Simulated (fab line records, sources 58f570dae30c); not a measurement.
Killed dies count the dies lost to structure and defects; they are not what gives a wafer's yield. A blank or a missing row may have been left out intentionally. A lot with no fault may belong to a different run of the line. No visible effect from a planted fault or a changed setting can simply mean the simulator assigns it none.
Which of the tools did it? || flow berkeley-cmos170 || 21 wafers from 7 lots sampled at 2 of the route's 331 steps

## WHAT EACH GAUGE READ, for each wafer
UCB170_V1_THK_MEAS_04.
{"lot": "L457", "measured": "day 8 15:56", "on": "film-metro-01", "V1_POLISHED_THK (nm)": "996.3 998.3 996.9"}
{"lot": "L463", "measured": "day 9 21:35", "on": "film-metro-01", "V1_POLISHED_THK (nm)": "999.9 1000.1 1000.1"}
{"lot": "L464", "measured": "day 10 01:57", "on": "film-metro-04", "V1_POLISHED_THK (nm)": "999.0 997.0 998.0"}
{"lot": "L468", "measured": "day 10 02:16", "on": "film-metro-02", "V1_POLISHED_THK (nm)": "998.0 998.6 996.7"}
{"lot": "L473", "measured": "day 11 20:01", "on": "film-metro-02", "V1_POLISHED_THK (nm)": "1341.6 1346.3 1349.6"}
{"lot": "L477", "measured": "day 12 09:18", "on": "film-metro-04", "V1_POLISHED_THK (nm)": "1001.1 1000.5 999.8"}
{"lot": "L479", "measured": "day 13 11:34", "on": "film-metro-01", "V1_POLISHED_THK (nm)": "998.6 999.3 1000.5"}

## EACH LOT AND THE TOOL THAT RAN IT (in order: tool; ch and the chambers of the sampled wafers; start)
{"lot": "L457", "UCB170_V1_CMP_02": "cmp-01 ch 0,3, day 8 15:29"}
{"lot": "L463", "UCB170_V1_CMP_02": "cmp-02 ch 0,1,2, day 9 21:09"}
{"lot": "L464", "UCB170_V1_CMP_02": "cmp-01 ch 1,2,3, day 10 01:41"}
{"lot": "L468", "UCB170_V1_CMP_02": "cmp-01 ch 0,2,3, day 10 01:50"}
{"lot": "L473", "UCB170_V1_CMP_02": "cmp-01 ch 2,3, day 11 19:35"}
{"lot": "L477", "UCB170_V1_CMP_02": "cmp-02 ch 1,2, day 12 08:53"}
{"lot": "L479", "UCB170_V1_CMP_02": "cmp-02 ch 0,2,3, day 13 11:08"}
- UCB170_V1_CMP_02: polishes SiO2.

## THE ANSWER, worked out from the rows above alone
Rule: usual is defined by the lots themselves. Put in order of their means at a reading, lots are off if they are a third of the lots or fewer, leave a main group of 4 or more, and stand apart from it by a gap of 3 or more times the standard deviation of the main group's means; of several such gaps the widest counts. A main group is skipped when, at the precision printed for the reading in the tables above, its means are all equal. Also off: a lot with no number at a reading for which 4 or more lots have one. The other lots that the step has rows for count as sound.
Off: at UCB170_V1_THK_MEAS_04 (V1_POLISHED_THK), L473. For the main group the mean is 998.8 nm and the standard deviation 1.2.
A tool fits if, at a process step before that reading, it ran every lot that is off, and no sound lot after the first of them. The gauges at UCB170_V1_THK_MEAS_04 are tried like those tools. Can't be told from this: 2 tools fit, cmp-01 at UCB170_V1_CMP_02, film-metro-02 at UCB170_V1_THK_MEAS_04.

## WHAT HAD BEEN PUT IN BY THE SIMULATOR
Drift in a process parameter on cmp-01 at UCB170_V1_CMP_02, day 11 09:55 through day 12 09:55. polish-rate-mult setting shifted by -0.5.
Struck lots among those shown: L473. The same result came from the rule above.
